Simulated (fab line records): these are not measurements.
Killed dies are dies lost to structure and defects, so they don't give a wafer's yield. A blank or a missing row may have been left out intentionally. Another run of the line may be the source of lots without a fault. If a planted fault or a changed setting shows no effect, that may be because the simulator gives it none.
Problem report, 8D (eight disciplines) form, completed by code ; flow rit_cmos ; the parts of the form that need people (team, actions taken, sign-off) are left out

## 1. PROBLEM STATEMENT
Across 6 wafers from 2 lots, PWELL_TW at RIT_PWELL_TW_MEAS_10 averages 1037, while fault-free wafers read 952 with a standard deviation of 4.9. That puts it +17 standard deviations away from the usual mean.
Seen first at day 4 15:44 on film_metro-01, wafer L364.2. The record has a number at this step for 42 wafers belonging to 14 lots. Rule for "out" (also "out of limits"): further than 4 standard deviations from the usual mean. The rest of the wafers with a number are treated as sound.

## 2. WHAT IT IS; WHAT IT IS NOT
question;is;is not
which readings at this step;PWELL_TW;-
which lots;L364, L366;L352, L353, L355, L356, L357, L358, L359, L360, L363, L368, L372, L373
which wafers of those lots;all that have a number;-
read on which gauges;film_metro-01;film_metro-02, film_metro-04
when;from day 4 15:44;"up to then (27 sound wafers); but 9 sound wafers of L368, L372, L373 came after"

## 3. SUSPECTS, AND WHAT RULES EACH OUT
Counting: a tool at any process step up to the reading remains a suspect when it ran all the lots that are out and ran no sound lot after the first of those.
- the gauge at RIT_PWELL_TW_MEAS_10: ruled out. All the wafers that are out were read on film_metro-01, but those of them that RIT_PWELL_IMPLANT_08 has rows for are out there too, on other tools.
- implanter-04 at RIT_PWELL_IMPLANT_08: kept. It ran every lot that is out, first L364 (day 4 15:25), and no sound lot after that; its last sound lot up to then is L360 (day 3 20:25). On those wafers its own readings are out: dose_ions_cm2, faraday_current_uA.
Remaining after the count: implanter-04 at RIT_PWELL_IMPLANT_08.

## 4. THE CAUSE (what the simulator had put in)
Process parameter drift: implanter-04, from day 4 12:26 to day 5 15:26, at RIT_PWELL_IMPLANT_08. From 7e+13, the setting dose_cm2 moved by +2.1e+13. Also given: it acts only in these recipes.
Only this tool survived the counting.

## 5. SEQUENCE OF EFFECTS, ordered by route
One row per reading whose mean, taken over the struck wafers that have a number, lies over 3 standard deviations from the usual. Only readings whose record carries a usual standard deviation are examined. hours: median over the lots of the time between each lot's start at the first step of this table that gives one and its start at this step. sigmas: the change, counted in usual standard deviations.
hours;step;reading;usual;on struck wafers;change;sigmas
0;RIT_PWELL_IMPLANT_08;dose_ions_cm2;7e+13;9e+13;+2e+13;+99 or more
0;RIT_PWELL_IMPLANT_08;faraday_current_uA;222;288;+66;+16
0;RIT_PWELL_TW_MEAS_10;PWELL_TW;952;1037;+85;+17
6;RIT_WELLDRIVE_RS_MEAS_02;PWELL_RS;429.1 ohm/sq;364.3;-64.8;-59
It contains these process steps:
- RIT_PWELL_IMPLANT_08
At these later measuring or inspecting steps, every struck wafer for which the step has a row has a number for every such reading, and none has moved that far: RIT_GATE_CD_MEAS_90.

## 6. HOW IT WOULD HAVE BEEN CAUGHT EARLIER
In this record the first reading out of limits at a measuring or inspecting step was taken at day 4 15:44, 3 hours after the fault began at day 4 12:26.
Tool's own readings at RIT_PWELL_IMPLANT_08, dose_ions_cm2, faraday_current_uA: out on all struck wafers the step has rows for; an alarm limit on them would have tripped on the first.
L366, from the lots that are out (2), started RIT_PWELL_IMPLANT_08 on implanter-04 later than day 4 15:44. Holding the tool at that time would have saved it.
